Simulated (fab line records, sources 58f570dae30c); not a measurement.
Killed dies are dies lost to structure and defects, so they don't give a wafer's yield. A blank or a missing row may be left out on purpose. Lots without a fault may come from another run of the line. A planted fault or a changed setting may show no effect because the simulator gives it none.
fab line records | flow berkeley_cmos170
record lots=6 wafers=18 last_day=12
route steps=331 shown M1@242 V1@254
lots that met no fault: from a run of the same line without faults
start_h: hours from the record's first day to the start of the lot's first wafer shown | wait_h: hours since the lot's step before | " the same as in the row above | L1.1+2: a row that stands for several wafers | - no value, or no start given | * or withheld: withheld | < > ~ a bound
route shown NAME@n: a module of which the file shows steps, and the number in the route of the first | usual: mean/standard deviation of fault-free wafers | same: alike in all rows | chamber/n: place in a boat | sites: the reading at each site | _std_site: their standard deviation | _edge_site: outer sites' mean less inner sites' | radius_mm: how far each site lies from the wafer's centre | mask NAME#n: copy n | behind: the tool/chamber that last shaped the wafer | hold: why the lot was held/for how many hours/how that ended | device: the transistor (n, p or np) that didn't switch | end of line: the same wafers' tests at the end of the route | a step without rows: its recipe alone | killed: dies lost to structure and defects at the first sort, not the wafer's yield | map: a wafer's dies, x killed, . not, _ none there
set.NAME: the setting as run; set.NAME@STEP: as run at that earlier step | model.NAME: the simulator's own value behind a step, which no gauge read
lots at some steps of the route; a table a step, a row a wafer
services: from which hour (start_h, from the record's first day; less than 0 if before it) a tool's chamber was out of use, for how many hours, and why
## steps
# step UCB170_M1_COAT_04
# recipe resist=KrF spin_rpm=1500 resist_thk_nm=900
# step UCB170_M1_SOFTBAKE_05
# recipe resist=KrF temp_c=130 time_s=60
# step UCB170_M1_EXPOSE_06
# recipe mask_id=METAL1 target_cd_nm=700 na=0.5 sigma_outer=0.6 source_shape=conventional dose_mj=21
# step UCB170_M1_PEB_07
# recipe peb_temp_c=130 peb_time_s=withheld resist=KrF
# step UCB170_M1_DEVELOP_08
# recipe developer=TMAH develop_time_s=45 resist=KrF dev_temp_c=21
# step UCB170_M1_CD_MEAS_09
# recipe target_cd_nm=700
# usual cd_nm=699.7/1.2
# columns lot.wafer tool chamber start_h wait_h cd_nm
L232.1 cd_sem-01 - 208.88 - 700.4
L232.2 " - " " 700.8
L232.4 " - " " 701.6
L240.2 cd_sem-01 - 247.74 - 701.7
L240.4 " - " " 698.2
L240.5 " - " " 702.8
L243.1 cd_sem-01 - 249.12 - 698.4
L243.4 " - " " 699.7
L243.6 " - " " 699.9
L245.1 cd_sem-02 - 259.02 - 699.5
L245.5 " - " " 699.3
L245.6 " - " " 700.2
L244.4 cd_sem-02 - 261.58 - 699.4
L244.5 " - " " 699.4
L244.6 " - " " 699.7
L247.2 cd_sem-02 - 262.27 - 699.2
L247.4 " - " " 699.7
L247.6 " - " " 699.4
# step UCB170_M1_OVL_MEAS_10
# usual M1_OVL=0/5.8
# columns lot.wafer tool chamber start_h wait_h M1_OVL[nm]
L232.1 overlay-02 - 209.00 0.1 2
L232.2 " - " " -2
L232.4 " - " " 1
L240.2 overlay-02 - 247.85 0.1 6
L240.4 " - " " 7
L240.5 " - " " -3
L243.1 overlay-02 - 249.24 0.1 -11
L243.4 " - " " -2
L243.6 " - " " -1
L245.1 overlay-02 - 259.14 0.1 -2
L245.5 " - " " 1
L245.6 " - " " -8
L244.4 overlay-01 - 261.66 0.1 -5
L244.5 " - " " -4
L244.6 " - " " -10
L247.2 overlay-01 - 262.37 0.1 -5
L247.4 " - " " -7
L247.6 " - " " -6
# step UCB170_M1_ETCH_11
# recipe chemistry=N2/H2 target_depth_a=withheld overetch_a=withheld target=BARC time_s=withheld source_w=500 bias_w=100 pressure_mtorr=30 n2_flow_sccm=100 h2_flow_sccm=200
# usual drypump_motor_current_A=5.7/0.54 oes_product_au=1.001/0.019 throttle_valve_pct=13.27/0.12
# columns lot.wafer tool chamber start_h wait_h drypump_motor_current_A oes_product_au throttle_valve_pct
L232.1 rie_diel-04 1 209.04 0.0 5.7 0.970 13.28
L232.2 " 0 " " 5.7 0.996 13.22
L232.4 " 2 " " 5.7 1.013 13.13
L240.2 rie_diel-02 1 247.88 0.0 6.0 0.973 13.29
L240.4 " 0 " " 4.7 1.034 13.01
L240.5 " 1 " " 6.0 0.957 13.26
L243.1 rie_diel-02 3 249.27 0.0 5.7 1.007 13.09
L243.4 " 0 " " 4.8 1.034 12.99
L243.6 " 1 " " 6.0 0.961 13.28
L245.1 rie_diel-03 2 259.17 0.0 5.0 1.004 13.30
L245.5 " 3 " " 6.7 0.997 13.47
L245.6 " 2 " " 5.0 1.018 13.30
L244.4 rie_diel-02 2 261.70 0.0 5.5 0.968 13.43
L244.5 " 0 " " 4.7 1.035 13.00
L244.6 " 1 " " 6.0 0.964 13.27
L247.2 rie_diel-03 1 262.40 0.0 6.5 1.003 13.26
L247.4 " 0 " " 5.4 1.013 13.33
L247.6 " 2 " " 5.1 1.015 13.30
# step UCB170_M1_METAL_ETCH_12
# recipe chemistry=Cl2/BCl3 target=Al stop_on=PSG pressure_mtorr=12 target_depth_a=7800 over_etch_frac=0.3 time_s=130 icp_w=583.9 bias_w=120 Cl2_flow_sccm=90 bcl3_flow_sccm=45
# usual drypump_motor_current_A=5.6/0.64 mfc_cl2_sccm=90.04/0.28 oes_product_au=0.857/0.015 throttle_valve_pct=24.38/0.16
# columns lot.wafer tool chamber start_h wait_h drypump_motor_current_A mfc_cl2_sccm oes_product_au rf_hours_counter_h throttle_valve_pct
L232.1 rie_metal-04 1 209.08 - 5.6 90.09 0.891 4 24.06
L232.2 " 0 " " 6.5 89.64 0.847 2 24.54
L232.4 " 0 " " 6.5 89.95 0.850 - 24.56
L240.2 rie_metal-01 0 247.92 - 4.7 89.70 0.847 11 24.49
L240.4 " 1 " " 5.9 89.69 0.874 - 24.47
L240.5 " 1 " " 5.9 89.78 0.870 - 24.48
L243.1 rie_metal-02 0 249.31 - 6.1 89.91 0.839 3 24.27
L243.4 " 1 " " 4.8 90.17 0.837 - 24.37
L243.6 " 1 " " 4.8 90.35 0.850 - 24.38
L245.1 rie_metal-02 1 259.22 - 4.8 89.88 0.853 4 24.37
L245.5 " 0 " " 6.1 89.95 0.842 - 24.29
L245.6 " 1 " " 4.8 90.01 0.847 - 24.36
L244.4 rie_metal-01 0 261.76 - 4.8 90.23 0.855 - 24.49
L244.5 " 1 " " 5.9 89.89 0.877 - 24.48
L244.6 " 0 " " 4.8 89.77 0.846 - 24.49
L247.2 rie_metal-02 0 262.44 - 6.1 90.06 0.850 3 24.27
L247.4 " 1 " " 4.8 90.44 0.858 - 24.38
L247.6 " 1 " " 4.8 90.20 0.851 - 24.37
# step UCB170_M1_STRIP_13
# recipe chemistry=O2 power_w=400 pressure_mtorr=3500 platen_temp_c=withheld o2_flow_sccm=400 overash_fraction=0.5
# usual drypump_motor_current_A=5.8/0.32 oes_product_au=0.721/0.0046
# columns lot.wafer tool chamber start_h wait_h drypump_motor_current_A oes_product_au rf_hours_counter_h
L232.1 plasma_asher-03 0 209.21 0.1 6.3 0.713 48
L232.2 " 1 " " 5.6 0.713 48
L232.4 " 1 " " 5.6 0.723 -
L240.2 plasma_asher-02 1 248.06 0.1 6.1 0.721 18
L240.4 " 1 " " 6.1 0.723 -
L240.5 " 1 " " 6.1 0.720 -
L243.1 plasma_asher-02 1 249.48 0.1 6.1 0.722 18
L243.4 " 0 " " 5.8 0.721 -
L243.6 " 0 " " 5.9 0.725 -
L245.1 plasma_asher-02 0 259.35 0.1 5.9 0.719 20
L245.5 " 0 " " 5.9 0.726 -
L245.6 " 1 " " 6.1 0.716 -
L244.4 plasma_asher-01 0 261.89 0.1 5.3 0.726 -
L244.5 " 0 " " 5.2 0.720 -
L244.6 " 1 " " 5.7 0.719 -
L247.2 plasma_asher-01 0 262.58 0.1 5.2 0.719 55
L247.4 " 0 " " 5.3 0.722 -
L247.6 " 0 " " 5.2 0.726 -
# step UCB170_M1_CD_MEAS_90
# recipe target_cd_nm=700
# usual cd_nm=700.8/2
# columns lot.wafer tool chamber start_h wait_h cd_nm
L232.1 cd_sem-01 - 209.31 0.1 702.6
L232.2 " - " " 704.3
L232.4 " - " " 702.8
L240.2 cd_sem-01 - 248.18 0.1 706.4
L240.4 " - " " 703.6
L240.5 " - " " 705.3
L243.1 cd_sem-02 - 249.58 0.1 697.3
L243.4 " - " " 699.4
L243.6 " - " " 700.7
L245.1 cd_sem-01 - 259.45 0.1 700.2
L245.5 " - " " 699.0
L245.6 " - " " 699.2
L244.4 cd_sem-01 - 262.01 0.1 701.3
L244.5 " - " " 699.5
L244.6 " - " " 702.4
L247.2 cd_sem-01 - 262.74 0.1 699.4
L247.4 " - " " 702.4
L247.6 " - " " 700.2
# step UCB170_M1_ANNEAL_14
# recipe temp_c=400 time_s=1200 ambient=forming_gas
# step UCB170_V1_CVD_00
# recipe material=SiO2 target_thk_nm=2000 temp_c=390 precursor=TEOS/O2 time_s=250 rf_w=550 pressure_mtorr=9000
# usual heater_power_w=236/77
# columns lot.wafer tool chamber start_h wait_h heater_power_w model.SiO2_of_V1_CVD_00.thk_nm
L232.1 pecvd-04 2 211.13 0.0 343 1965
L232.2 " 0 " " 303 1976
L232.4 " 0 " " 246 2024
L240.2 pecvd-01 1 250.49 0.0 202 1984
L240.4 " 0 " " 209 2021
L240.5 " 1 " " 245 1978
L243.1 pecvd-01 2 251.98 0.2 258 1385
L243.4 " 0 " " 207 2020
L243.6 " 1 " " 168 1996
L245.1 pecvd-02 0 260.90 0.0 288 1951
L245.5 " 0 " " 226 1992
L245.6 " 1 " " 90 1971
L247.2 pecvd-02 1 281.96 0.0 130 1953
L247.4 " 2 " " 113 1998
L247.6 " 0 " " 222 2009
L244.4 pecvd-01 0 282.04 0.1 205 2037
L244.5 " 1 " " 165 2019
L244.6 " 2 " " 253 1425
# step UCB170_V1_THK_MEAS_01
# recipe reads=SiO2_of_V1_CVD_00
# usual V1_TEOS_THK=1997/23
# columns lot.wafer tool chamber start_h wait_h V1_TEOS_THK[nm]
L232.1 film_metro-01 - 211.29 0.1 1965
L232.2 " - " " 1976
L232.4 " - " " 2023
L240.2 film_metro-04 - 250.74 0.2 1983
L240.4 " - " " 2022
L240.5 " - " " 1977
L243.1 film_metro-03 - 252.14 0.1 1385
L243.4 " - " " 2021
L243.6 " - " " 1994
L245.1 film_metro-01 - 261.06 0.1 1951
L245.5 " - " " 1994
L245.6 " - " " 1971
L247.2 film_metro-03 - 282.12 0.1 1952
L247.4 " - " " 1998
L247.6 " - " " 2009
L244.4 film_metro-04 - 282.14 0.0 2036
L244.5 " - " " 2020
L244.6 " - " " 1426
# step UCB170_V1_CMP_02
# recipe material=SiO2 down_force_psi=6 platen_rpm=60 pad_velocity_m_s=0.75398
# usual head_pressure_psi=6.000/0.014 motor_current_A=16.8/1.8
# columns lot.wafer tool chamber start_h wait_h head_pressure_psi motor_current_A
L232.4 cmp-02 1 211.35 0.0 6.007 14.8
L232.2 " 2 " " 5.988 19.7
L232.1 " 0 " " 6.015 18.2
L240.2 cmp-02 2 250.84 0.1 5.990 20.1
L240.4 " 0 " " 5.990 17.5
L240.5 " 1 " " 6.005 14.4
L243.4 cmp-01 0 252.44 0.3 6.006 16.5
L243.1 " 1 " " 5.992 18.3
L243.6 " 2 " " 5.992 13.8
L245.1 cmp-02 0 261.12 0.1 5.984 16.9
L245.6 " 0 " " 5.996 18.4
L245.5 " 1 " " 5.989 15.1
L247.2 cmp-02 3 282.57 0.4 6.001 17.8
L247.4 " 0 " " 5.982 17.4
L247.6 " 2 " " 5.975 19.8
L244.4 cmp-02 1 282.92 0.8 6.003 13.6
L244.6 " 2 " " 5.991 20.4
L244.5 " 3 " " 6.014 17.1
## services
# columns tool chamber start_h hours kind
plasma_asher-03 - 185.98 2.8 pm
rie_diel-02 1 191.31 4.4 repair
pecvd-02 1 192.32 3.5 repair
rie_diel-04 0 221.25 2.5 repair
rie_diel-03 - 230.53 2.8 pm
cmp-01 - 232.21 4.0 pm
rie_diel-03 - 234.64 0.3 repair
cmp-01 - 236.21 - consumable_replace:conditioner
cmp-01 - 236.21 - consumable_replace:pad
pecvd-01 - 239.57 1.2 repair
pecvd-02 - 242.50 14.0 pm
pecvd-02 0 242.50 14.0 vent_cycle
pecvd-02 1 242.50 14.0 vent_cycle
pecvd-02 2 242.50 14.0 vent_cycle
plasma_asher-03 - 247.52 28.1 pm
rie_diel-04 1 249.96 4.0 repair
rie_metal-04 1 251.01 1.6 repair
rie_metal-02 - 255.69 1.1 repair
pecvd-02 0 256.50 - clean
pecvd-02 1 256.50 - clean
pecvd-02 2 256.50 - clean
rie_diel-02 3 259.21 12.3 repair
cmp-01 - 278.13 6.2 pm
rie_diel-03 - 278.33 0.6 repair
## key
first_sign step=UCB170_V1_THK_MEAS_01 reading=V1_TEOS_THK direction=down sigmas=26 usual=1997 struck=1406
effect none on later readings
model_effect step=UCB170_V1_CVD_00 value=SiO2_of_V1_CVD_00.thk_nm without=2003 struck=1405
met_at UCB170_V1_CVD_00
struck_wafers L243.1,L244.6
sort_left_out L243.1,L244.6
fault kind=process_parameter_drift tool=pecvd-01 chamber=2 onset_h=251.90 steps=UCB170_V1_CVD_00 channel=target_thk_nm offset=-597.78 shape=step end_h=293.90 acts_in=these_recipes_only stated=2000
# sort_left_out: the simulated sort isn't trusted on such a fault, so these wafers' sort isn't shown, and their yield isn't known
